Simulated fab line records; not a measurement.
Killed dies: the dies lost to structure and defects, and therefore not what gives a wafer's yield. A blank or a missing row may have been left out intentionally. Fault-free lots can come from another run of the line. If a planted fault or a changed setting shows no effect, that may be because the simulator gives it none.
Which tool did it? + flow berkeleyCmos170 + Sampling: 14 lots, 42 wafers, 3 of 331 route steps

== WHAT EACH GAUGE READ, for each wafer ==
UCB170_SILICIDE_RS_MEAS_02: a four-point-probe measurement. Usual: SILICIDE_TI_RS gives 26.14 ohm/sq (standard deviation 0.28).
| lot  | measured     | on           | SILICIDE_TI_RS (ohm/sq) | flag |
|------|--------------|--------------|-------------------------|------|
| L349 | day 7 04:01  | filmMetro-02 | 26.29 26.23 26.12       |      |
| L351 | day 8 05:56  | filmMetro-01 | 26.10 26.07 26.42       |      |
| L352 | day 8 06:15  | filmMetro-02 | 25.76 25.99 26.02       |      |
| L354 | day 8 18:02  | filmMetro-03 | 26.27 26.06 26.35       |      |
| L356 | day 8 18:20  | filmMetro-03 | 26.03 25.86 25.52       |      |
| L360 | day 9 20:21  | filmMetro-03 | 26.02 26.19 26.67       |      |
| L361 | day 9 20:22  | filmMetro-01 | 26.14 26.25 26.15       |      |
| L359 | day 9 20:53  | filmMetro-01 | 26.12 26.77 26.25       |      |
| L362 | day 9 21:16  | filmMetro-03 | 18.80 25.93 26.40       | OFF  |
| L366 | day 10 08:55 | filmMetro-02 | 26.44 25.70 26.27       |      |
| L364 | day 10 09:07 | filmMetro-02 | 26.39 18.77 26.43       | OFF  |
| L367 | day 11 01:19 | filmMetro-02 | 25.66 25.85 25.89       |      |
| L369 | day 11 11:25 | filmMetro-02 | 25.80 25.55 26.05       |      |
| L370 | day 11 22:06 | filmMetro-01 | 25.84 25.73 25.79       |      |

UCB170_SILICIDE_THK_MEAS_03: measures by xrf. Usual: SILICIDE_TI_THK gives 30.5 nm (standard deviation 0.41).
| lot  | measured     | on           | SILICIDE_TI_THK (nm) | flag |
|------|--------------|--------------|----------------------|------|
| L349 | day 7 04:07  | filmMetro-02 | 30.0 30.0 30.2       |      |
| L351 | day 8 06:02  | filmMetro-01 | 30.4 30.4 30.0       |      |
| L352 | day 8 06:22  | filmMetro-02 | 30.7 30.5 30.4       |      |
| L354 | day 8 18:10  | filmMetro-03 | 30.7 30.8 30.6       |      |
| L356 | day 8 18:27  | filmMetro-03 | 30.9 31.1 31.5       |      |
| L360 | day 9 20:28  | filmMetro-03 | 31.0 30.7 30.4       |      |
| L361 | day 9 20:29  | filmMetro-01 | 30.2 30.3 30.3       |      |
| L359 | day 9 21:01  | filmMetro-01 | 30.5 29.8 30.3       |      |
| L362 | day 9 21:22  | filmMetro-03 | 41.0 31.0 30.6       | OFF  |
| L366 | day 10 09:02 | filmMetro-02 | 30.1 30.8 30.2       |      |
| L364 | day 10 09:14 | filmMetro-02 | 30.3 40.5 30.2       | OFF  |
| L367 | day 11 01:25 | filmMetro-02 | 30.7 30.7 30.6       |      |
| L369 | day 11 11:32 | filmMetro-02 | 30.6 31.0 30.5       |      |
| L370 | day 11 22:13 | filmMetro-01 | 30.8 31.0 30.9       |      |

== WHICH TOOL RAN EACH LOT (tool, then ch and the chambers of the sampled wafers, then the start) ==
| lot  | UCB170_SILICIDE_SPUTTER_01  |
|------|-----------------------------|
| L349 | pvdSputter-04, day 7 03:56  |
| L351 | pvdSputter-03, day 8 05:52  |
| L352 | pvdSputter-01, day 8 06:13  |
| L354 | pvdSputter-01, day 8 18:01  |
| L356 | pvdSputter-03, day 8 18:17  |
| L360 | pvdSputter-01, day 9 20:19  |
| L361 | pvdSputter-04, day 9 20:20  |
| L359 | pvdSputter-01, day 9 20:48  |
| L362 | pvdSputter-03, day 9 21:13  |
| L366 | pvdSputter-01, day 10 08:52 |
| L364 | pvdSputter-03, day 10 08:59 |
| L367 | pvdSputter-04, day 11 01:16 |
| L369 | pvdSputter-04, day 11 11:23 |
| L370 | pvdSputter-04, day 11 22:03 |
- UCB170_SILICIDE_SPUTTER_01: material Ti, target thk 30 nm, time 25 s.

== WHAT THE TOOLS THEMSELVES READ (means of the sampled wafers that have a number; where no wafer has one, the mark that the record gives instead) ==
UCB170_SILICIDE_SPUTTER_01. Usual: throttleValvePct reads 29.8 % (standard deviation 0.62).
| lot  | tool          | throttleValvePct (%) | flag |
|------|---------------|----------------------|------|
| L349 | pvdSputter-04 | 29.6                 |      |
| L351 | pvdSputter-03 | 30.1                 |      |
| L352 | pvdSputter-01 | 30.1                 |      |
| L354 | pvdSputter-01 | 29.6                 |      |
| L356 | pvdSputter-03 | 30.3                 |      |
| L360 | pvdSputter-01 | 30.0                 |      |
| L361 | pvdSputter-04 | 29.6                 |      |
| L359 | pvdSputter-01 | 29.4                 |      |
| L362 | pvdSputter-03 | 29.6                 |      |
| L366 | pvdSputter-01 | 29.5                 |      |
| L364 | pvdSputter-03 | 30.3                 |      |
| L367 | pvdSputter-04 | 29.8                 |      |
| L369 | pvdSputter-04 | 29.8                 |      |
| L370 | pvdSputter-04 | 29.9                 |      |

== THE ANSWER, worked out from the rows above alone ==
Rule: a lot is off if the mean of its wafers that have a number lies more than 3 standard deviations from the usual mean. A lot without any number at a reading at which 4 lots or more have one is off too. The other lots that the step has rows for count as sound. Order of review: gauges by route order, followed by the tools' own readings, for which a lot's mean as printed above is used. At the first step where some lot is off, the reading lying furthest off is the one used; lots without a number count as furthest.
Off: L362, L364, at UCB170_SILICIDE_RS_MEAS_02 (SILICIDE_TI_RS).
If a tool, at a process step before that reading, ran all the lots that are off and no sound lot after the first of them, it fits. Those tools and the gauges at UCB170_SILICIDE_RS_MEAS_02 are tried in the same way. One fits: pvdSputter-03 at UCB170_SILICIDE_SPUTTER_01. Its last sound lot is L356 (day 8 18:17), its first lot that is off L362 (day 9 21:13): a fault that began between those two fits.

== WHAT THE SIMULATOR HAD INSERTED ==
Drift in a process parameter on pvdSputter-03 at UCB170_SILICIDE_SPUTTER_01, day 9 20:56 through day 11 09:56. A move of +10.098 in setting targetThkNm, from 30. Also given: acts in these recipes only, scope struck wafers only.
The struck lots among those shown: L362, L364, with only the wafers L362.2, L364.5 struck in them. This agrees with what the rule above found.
